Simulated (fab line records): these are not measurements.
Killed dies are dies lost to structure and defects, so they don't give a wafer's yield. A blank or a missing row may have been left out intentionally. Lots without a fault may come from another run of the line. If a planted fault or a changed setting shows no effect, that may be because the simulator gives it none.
Split-lot study :: flow ritCmos :: route with 202 steps; 5 lots, 23 wafers read

ABOUT THE SPLIT
At RIT_PRETRO_IMPLANT_08, the setting doseCm2 was moved away from the recipe's 1.2e+13 on 9 of the 23 wafers read, by -7.5% to +4.2%. This setting was run at the recipe's value on the other wafers.

BETWEEN THE SPLIT AND THE READING: the file shows 1 step in between
- RIT_PRETRO_STRIP_09: strips in O2, time 180 s

THE READING
PRETRO_TW, at RIT_PRETRO_TW_MEAS_10. A value of 478.3 with a standard deviation of 2 is what fault-free wafers of this fab line usually give.

wafer: L076.1
tool, chamber at the split: implanter-01, 0
doseCm2 as run: 1.157e+13
against the recipe: -3.6%
PRETRO_TW: 472.4
against lot-mates on the recipe: -4.3

wafer: L076.2
tool, chamber at the split: implanter-01, 0
doseCm2 as run: 1.2e+13
against the recipe: recipe
PRETRO_TW: 476.3
against lot-mates on the recipe: -

wafer: L076.3
tool, chamber at the split: implanter-01, 0
doseCm2 as run: 1.157e+13
against the recipe: -3.6%
PRETRO_TW: 472.4
against lot-mates on the recipe: -4.3

wafer: L076.4
tool, chamber at the split: implanter-01, 0
doseCm2 as run: 1.2e+13
against the recipe: recipe
PRETRO_TW: 477.9
against lot-mates on the recipe: -

wafer: L076.5
tool, chamber at the split: implanter-01, 0
doseCm2 as run: 1.2e+13
against the recipe: recipe
PRETRO_TW: 475.8
against lot-mates on the recipe: -

wafer: L077.1
tool, chamber at the split: implanter-02, 0
doseCm2 as run: 1.2e+13
against the recipe: recipe
PRETRO_TW: 480.9
against lot-mates on the recipe: -

wafer: L077.3
tool, chamber at the split: implanter-02, 0
doseCm2 as run: 1.25e+13
against the recipe: +4.2%
PRETRO_TW: 486.0
against lot-mates on the recipe: +5.8

wafer: L077.4
tool, chamber at the split: implanter-02, 0
doseCm2 as run: 1.2e+13
against the recipe: recipe
PRETRO_TW: 479.0
against lot-mates on the recipe: -

wafer: L077.5
tool, chamber at the split: implanter-02, 0
doseCm2 as run: 1.25e+13
against the recipe: +4.2%
PRETRO_TW: 486.3
against lot-mates on the recipe: +6.1

wafer: L077.6
tool, chamber at the split: implanter-02, 0
doseCm2 as run: 1.2e+13
against the recipe: recipe
PRETRO_TW: 480.6
against lot-mates on the recipe: -

wafer: L078.1
tool, chamber at the split: implanter-01, 0
doseCm2 as run: 1.2e+13
against the recipe: recipe
PRETRO_TW: 478.6
against lot-mates on the recipe: -

wafer: L078.2
tool, chamber at the split: implanter-01, 0
doseCm2 as run: 1.2e+13
against the recipe: recipe
PRETRO_TW: 480.1
against lot-mates on the recipe: -

wafer: L078.3
tool, chamber at the split: implanter-01, 0
doseCm2 as run: 1.11e+13
against the recipe: -7.5%
PRETRO_TW: 467.1
against lot-mates on the recipe: -12.2

wafer: L078.4
tool, chamber at the split: implanter-01, 0
doseCm2 as run: 1.11e+13
against the recipe: -7.5%
PRETRO_TW: 471.1
against lot-mates on the recipe: -8.2

wafer: L078.5
tool, chamber at the split: implanter-01, 0
doseCm2 as run: 1.11e+13
against the recipe: -7.5%
PRETRO_TW: 465.3
against lot-mates on the recipe: -14.1

wafer: L079.1
tool, chamber at the split: implanter-03, 0
doseCm2 as run: 1.2e+13
against the recipe: recipe
PRETRO_TW: 480.0
against lot-mates on the recipe: -

wafer: L079.5
tool, chamber at the split: implanter-03, 0
doseCm2 as run: 1.2e+13
against the recipe: recipe
PRETRO_TW: 476.8
against lot-mates on the recipe: -

wafer: L079.6
tool, chamber at the split: implanter-03, 0
doseCm2 as run: 1.2e+13
against the recipe: recipe
PRETRO_TW: 479.6
against lot-mates on the recipe: -

wafer: L082.1
tool, chamber at the split: implanter-03, 0
doseCm2 as run: 1.2e+13
against the recipe: recipe
PRETRO_TW: 476.4
against lot-mates on the recipe: -

wafer: L082.2
tool, chamber at the split: implanter-03, 0
doseCm2 as run: 1.2e+13
against the recipe: recipe
PRETRO_TW: 477.4
against lot-mates on the recipe: -

wafer: L082.3
tool, chamber at the split: implanter-03, 0
doseCm2 as run: 1.131e+13
against the recipe: -5.8%
PRETRO_TW: 469.7
against lot-mates on the recipe: -7.4

wafer: L082.4
tool, chamber at the split: implanter-03, 0
doseCm2 as run: 1.131e+13
against the recipe: -5.8%
PRETRO_TW: 467.6
against lot-mates on the recipe: -9.5

wafer: L082.6
tool, chamber at the split: implanter-03, 0
doseCm2 as run: 1.2e+13
against the recipe: recipe
PRETRO_TW: 477.4
against lot-mates on the recipe: -

THE FIT
A straight line over all 23 wafers: PRETRO_TW changes by +1.56 for each +1% of doseCm2; r = +0.95; the points scatter about the line by 1.8.
The same after taking each lot's own level away (the mean of its wafers on the recipe; 23 wafers): +1.48 for each +1%; r = +0.97; scatter 1.3.
That fit puts the effect of the largest move of doseCm2 on the reading at 11.
From 476.67 to 480.17: that is the span of the lots' own levels, equal to 1.8 times the standard deviation above.
So the lot-to-lot level changes the slope little: the two slopes agree.
Check: -10.8 against its lot-mates is what the line predicts for one of the wafers moved furthest among these (-7.5%) when that wafer is left out of the fit. Against them it came out at -12.2.

ADDITIONAL SPLITS CARRIED BY THESE WAFERS
Before the reading, these wafers also passed through other splits. Each is held against what the fit with the lots' levels taken away leaves over:
other split on the same wafers: RIT_ACTIVE_OXIDATION_01 tempC
wafers away from the commonest value: 15
r with PRETRO_TW (lot level and that fit taken away): +0.06

other split on the same wafers: RIT_ACTIVE_COAT_06 resistThkNm
wafers away from the commonest value: 6
r with PRETRO_TW (lot level and that fit taken away): +0.22

other split on the same wafers: RIT_FOX2_OXIDATION_00 tempC
wafers away from the commonest value: 18
r with PRETRO_TW (lot level and that fit taken away): +0.17

other split on the same wafers: RIT_PWELL_IMPLANT_08 doseCm2
wafers away from the commonest value: 9
r with PRETRO_TW (lot level and that fit taken away): +0.19

other split on the same wafers: RIT_NRETRO_IMPLANT_08 doseCm2
wafers away from the commonest value: 4
r with PRETRO_TW (lot level and that fit taken away): -0.10

THE FILE'S OWN FIT
PRETRO_TW changes by +1.46 for each +1% of doseCm2, r = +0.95.
